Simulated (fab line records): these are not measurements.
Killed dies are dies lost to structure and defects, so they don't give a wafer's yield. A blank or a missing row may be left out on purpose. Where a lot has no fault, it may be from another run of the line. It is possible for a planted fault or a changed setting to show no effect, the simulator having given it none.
Which tool did it? :: flow berkeley_cmos170 :: 42 wafers from 14 lots sampled at 4 of the route's 331 steps

== WHAT THE GAUGES SHOWED, per wafer ==
UCB170_NSD_TW_MEAS_10.
lot: L563
measured: day 7 19:27
on: film_metro-04
NSD_TW: 4265 4242 4273

lot: L566
measured: day 8 05:52
on: film_metro-04
NSD_TW: 4214 4222 4224

lot: L567
measured: day 8 06:31
on: film_metro-02
NSD_TW: 3748 3763 3747 3753 3724 3746

lot: L568
measured: day 9 06:42
on: film_metro-04
NSD_TW: 3802 3813 3802 3800 3822 3806

lot: L577
measured: day 10 15:52
on: film_metro-01
NSD_TW: 4169 4160 4137

lot: L576
measured: day 10 16:09
on: film_metro-01
NSD_TW: 4161 4152 4141

lot: L575
measured: day 10 16:23
on: film_metro-04
NSD_TW: 4227 4229 4240

lot: L579
measured: day 11 04:40
on: film_metro-04
NSD_TW: 4227 4214 4238

lot: L580
measured: day 11 23:01
on: film_metro-04
NSD_TW: 4227 4225 4261

lot: L585
measured: day 12 09:19
on: film_metro-04
NSD_TW: 4264 4251 4244

lot: L581
measured: day 12 09:22
on: film_metro-02
NSD_TW: 4138 4163 4124

lot: L583
measured: day 12 10:07
on: film_metro-01
NSD_TW: 4156 4199 4139

lot: L584
measured: day 12 10:23
on: film_metro-01
NSD_TW: 4140 4154 4137

lot: L586
measured: day 12 18:11
on: film_metro-01
NSD_TW: 4126 4167 4147

UCB170_SDANNEAL_RS_MEAS_03: the measuring method here is four-point-probe.
lot: L563
measured: day 7 21:27
on: film_metro-01
NSD_RS (ohm/sq): 37.04 37.17 37.17

lot: L566
measured: day 8 07:07
on: film_metro-01
NSD_RS (ohm/sq): 37.19 37.10 37.24

lot: L567
measured: day 8 13:43
on: film_metro-01
NSD_RS (ohm/sq): 60.86 60.79 60.94 60.99 60.84 60.84

lot: L568
measured: day 9 09:49
on: film_metro-01
NSD_RS (ohm/sq): 60.99 60.39 61.20 61.02 60.68 61.32

lot: L577
measured: day 10 17:05
on: film_metro-04
NSD_RS (ohm/sq): 37.38 37.30 37.40

lot: L576
measured: day 10 17:32
on: film_metro-01
NSD_RS (ohm/sq): 37.23 37.31 37.28

lot: L575
measured: day 10 17:44
on: film_metro-02
NSD_RS (ohm/sq): 37.37 37.36 37.45

lot: L579
measured: day 11 06:05
on: film_metro-01
NSD_RS (ohm/sq): 37.13 37.19 37.17

lot: L580
measured: day 12 01:45
on: film_metro-04
NSD_RS (ohm/sq): 37.37 37.33 37.29

lot: L585
measured: day 12 10:31
on: film_metro-02
NSD_RS (ohm/sq): 37.12 37.14 37.18

lot: L581
measured: day 12 10:35
on: film_metro-04
NSD_RS (ohm/sq): 37.19 37.02 37.07

lot: L583
measured: day 12 11:23
on: film_metro-01
NSD_RS (ohm/sq): 37.27 37.33 37.20

lot: L584
measured: day 12 11:49
on: film_metro-02
NSD_RS (ohm/sq): 37.25 37.32 37.19

lot: L586
measured: day 12 20:07
on: film_metro-02
NSD_RS (ohm/sq): 37.26 37.29 37.33

== EACH LOT AND THE TOOL THAT RAN IT (in order: tool; ch and the chambers of the sampled wafers; start) ==
lot: L563
UCB170_NSD_IMPLANT_08: implanter-01 ch 0, day 7 19:13
UCB170_NSD_STRIP_09: plasma_asher-04 ch 0,1, day 7 19:20

lot: L566
UCB170_NSD_IMPLANT_08: implanter-01 ch 0, day 8 05:39
UCB170_NSD_STRIP_09: plasma_asher-02 ch 0,1, day 8 05:47

lot: L567
UCB170_NSD_IMPLANT_08: implanter-01 ch 0, day 8 06:17
UCB170_NSD_STRIP_09: plasma_asher-02 ch 0,1, day 8 06:25

lot: L568
UCB170_NSD_IMPLANT_08: implanter-01 ch 0, day 9 06:28
UCB170_NSD_STRIP_09: plasma_asher-04 ch 0,1, day 9 06:35

lot: L577
UCB170_NSD_IMPLANT_08: implanter-03 ch 0, day 10 15:37
UCB170_NSD_STRIP_09: plasma_asher-02 ch 1, day 10 15:46

lot: L576
UCB170_NSD_IMPLANT_08: implanter-03 ch 0, day 10 15:55
UCB170_NSD_STRIP_09: plasma_asher-04 ch 0,1, day 10 16:02

lot: L575
UCB170_NSD_IMPLANT_08: implanter-04 ch 0, day 10 16:08
UCB170_NSD_STRIP_09: plasma_asher-01 ch 0,1, day 10 16:17

lot: L579
UCB170_NSD_IMPLANT_08: implanter-03 ch 0, day 11 04:26
UCB170_NSD_STRIP_09: plasma_asher-01 ch 0,1, day 11 04:34

lot: L580
UCB170_NSD_IMPLANT_08: implanter-01 ch 0, day 11 22:46
UCB170_NSD_STRIP_09: plasma_asher-02 ch 0,1, day 11 22:55

lot: L585
UCB170_NSD_IMPLANT_08: implanter-01 ch 0, day 12 09:04
UCB170_NSD_STRIP_09: plasma_asher-02 ch 0,1, day 12 09:13

lot: L581
UCB170_NSD_IMPLANT_08: implanter-03 ch 0, day 12 09:07
UCB170_NSD_STRIP_09: plasma_asher-04 ch 0,1, day 12 09:16

lot: L583
UCB170_NSD_IMPLANT_08: implanter-01 ch 0, day 12 09:52
UCB170_NSD_STRIP_09: plasma_asher-01 ch 0,1, day 12 10:01

lot: L584
UCB170_NSD_IMPLANT_08: implanter-04 ch 0, day 12 10:08
UCB170_NSD_STRIP_09: plasma_asher-02 ch 0,1, day 12 10:17

lot: L586
UCB170_NSD_IMPLANT_08: implanter-01 ch 0, day 12 17:56
UCB170_NSD_STRIP_09: plasma_asher-02 ch 0,1, day 12 18:04
- UCB170_NSD_IMPLANT_08
- UCB170_NSD_STRIP_09: strips in O2.

== WHAT THE TOOLS THEMSELVES READ (means of the sampled wafers that have a number; where no wafer has one, the mark that the record gives instead) ==
UCB170_NSD_IMPLANT_08.
lot: L563
tool: implanter-01
dose_ions_cm2: 3e+15
end_station_pressure_torr (Torr): 1.22e-05
faraday_current_uA: 9421

lot: L566
tool: implanter-01
dose_ions_cm2: 3e+15
end_station_pressure_torr (Torr): 1.29e-05
faraday_current_uA: 9185

lot: L567
tool: implanter-01
dose_ions_cm2: 1e+15
end_station_pressure_torr (Torr): 8.77e-06
faraday_current_uA: 4303

lot: L568
tool: implanter-01
dose_ions_cm2: 1e+15
end_station_pressure_torr (Torr): 7.90e-06
faraday_current_uA: 4325

lot: L577
tool: implanter-03
dose_ions_cm2: 3e+15
end_station_pressure_torr (Torr): 1.29e-05
faraday_current_uA: 9204

lot: L576
tool: implanter-03
dose_ions_cm2: 3e+15
end_station_pressure_torr (Torr): 1.30e-05
faraday_current_uA: 9299

lot: L575
tool: implanter-04
dose_ions_cm2: 3e+15
end_station_pressure_torr (Torr): 1.26e-05
faraday_current_uA: 9085

lot: L579
tool: implanter-03
dose_ions_cm2: 3e+15
end_station_pressure_torr (Torr): 1.25e-05
faraday_current_uA: 9387

lot: L580
tool: implanter-01
dose_ions_cm2: 3e+15
end_station_pressure_torr (Torr): 1.25e-05
faraday_current_uA: 9361

lot: L585
tool: implanter-01
dose_ions_cm2: 3e+15
end_station_pressure_torr (Torr): 1.28e-05
faraday_current_uA: 9238

lot: L581
tool: implanter-03
dose_ions_cm2: 3e+15
end_station_pressure_torr (Torr): 1.27e-05
faraday_current_uA: 9227

lot: L583
tool: implanter-01
dose_ions_cm2: 3e+15
end_station_pressure_torr (Torr): 1.25e-05
faraday_current_uA: 9300

lot: L584
tool: implanter-04
dose_ions_cm2: 3e+15
end_station_pressure_torr (Torr): 1.25e-05
faraday_current_uA: 9362

lot: L586
tool: implanter-01
dose_ions_cm2: 3e+15
end_station_pressure_torr (Torr): 1.28e-05
faraday_current_uA: 9205

UCB170_NSD_STRIP_09.
lot: L563
tool: plasma_asher-04
drypump_motor_current_A (A): 5.9
oes_product_au (a.u.): 0.534
strip_time_to_endpoint_s (s): 35.90

lot: L566
tool: plasma_asher-02
drypump_motor_current_A (A): 5.3
oes_product_au (a.u.): 0.531
strip_time_to_endpoint_s (s): 35.81

lot: L567
tool: plasma_asher-02
drypump_motor_current_A (A): 5.3
oes_product_au (a.u.): 0.603
strip_time_to_endpoint_s (s): 29.02

lot: L568
tool: plasma_asher-04
drypump_motor_current_A (A): 5.9
oes_product_au (a.u.): 0.606
strip_time_to_endpoint_s (s): 29.04

lot: L577
tool: plasma_asher-02
drypump_motor_current_A (A): 5.4
oes_product_au (a.u.): 0.535
strip_time_to_endpoint_s (s): 35.71

lot: L576
tool: plasma_asher-04
drypump_motor_current_A (A): 5.9
oes_product_au (a.u.): 0.538
strip_time_to_endpoint_s (s): 35.73

lot: L575
tool: plasma_asher-01
drypump_motor_current_A (A): 6.4
oes_product_au (a.u.): 0.535
strip_time_to_endpoint_s (s): 35.78

lot: L579
tool: plasma_asher-01
drypump_motor_current_A (A): 6.4
oes_product_au (a.u.): 0.536
strip_time_to_endpoint_s (s): 35.83

lot: L580
tool: plasma_asher-02
drypump_motor_current_A (A): 5.3
oes_product_au (a.u.): 0.534
strip_time_to_endpoint_s (s): 35.74

lot: L585
tool: plasma_asher-02
drypump_motor_current_A (A): 5.3
oes_product_au (a.u.): 0.536
strip_time_to_endpoint_s (s): 35.72

lot: L581
tool: plasma_asher-04
drypump_motor_current_A (A): 5.9
oes_product_au (a.u.): 0.537
strip_time_to_endpoint_s (s): 35.90

lot: L583
tool: plasma_asher-01
drypump_motor_current_A (A): 6.4
oes_product_au (a.u.): 0.530
strip_time_to_endpoint_s (s): 35.79

lot: L584
tool: plasma_asher-02
drypump_motor_current_A (A): 5.3
oes_product_au (a.u.): 0.534
strip_time_to_endpoint_s (s): 35.80

lot: L586
tool: plasma_asher-02
drypump_motor_current_A (A): 5.3
oes_product_au (a.u.): 0.537
strip_time_to_endpoint_s (s): 35.79

== THE ANSWER, worked out from the rows above alone ==
Rule: the lots themselves supply what counts as usual. The widest of any qualifying gaps counts: lots, ordered by their means at a reading, are off when they make up no more than a third of the lots, leave a main group of 4 or more, and stand apart from it by 3 or more times the standard deviation of that group's means. Not used: any main group whose means are identical at the precision the tables above print for the reading. Also off: a lot with no number at a reading for which 4 or more lots have one. The other lots that the step has rows for count as sound. Order of review: gauges by route order, followed by the tools' own readings, for which a lot's mean as printed above is used. The first step at which some lot is off is used, and at that step the reading that is off furthest; a lot without a number counts as furthest.
Off: L567, L568, seen at UCB170_NSD_TW_MEAS_10 (NSD_TW). Main group: mean 4194, sd 45.
A tool fits if, at a process step before that reading, it ran every lot that is off, and no sound lot after the first of them. The gauges at UCB170_NSD_TW_MEAS_10 aren't tried: what is off there is off at UCB170_SDANNEAL_RS_MEAS_03 too, on other tools, and a gauge's error can't cause that. None of those tried fits.

== WHAT WAS PUT IN BY THE SIMULATOR ==
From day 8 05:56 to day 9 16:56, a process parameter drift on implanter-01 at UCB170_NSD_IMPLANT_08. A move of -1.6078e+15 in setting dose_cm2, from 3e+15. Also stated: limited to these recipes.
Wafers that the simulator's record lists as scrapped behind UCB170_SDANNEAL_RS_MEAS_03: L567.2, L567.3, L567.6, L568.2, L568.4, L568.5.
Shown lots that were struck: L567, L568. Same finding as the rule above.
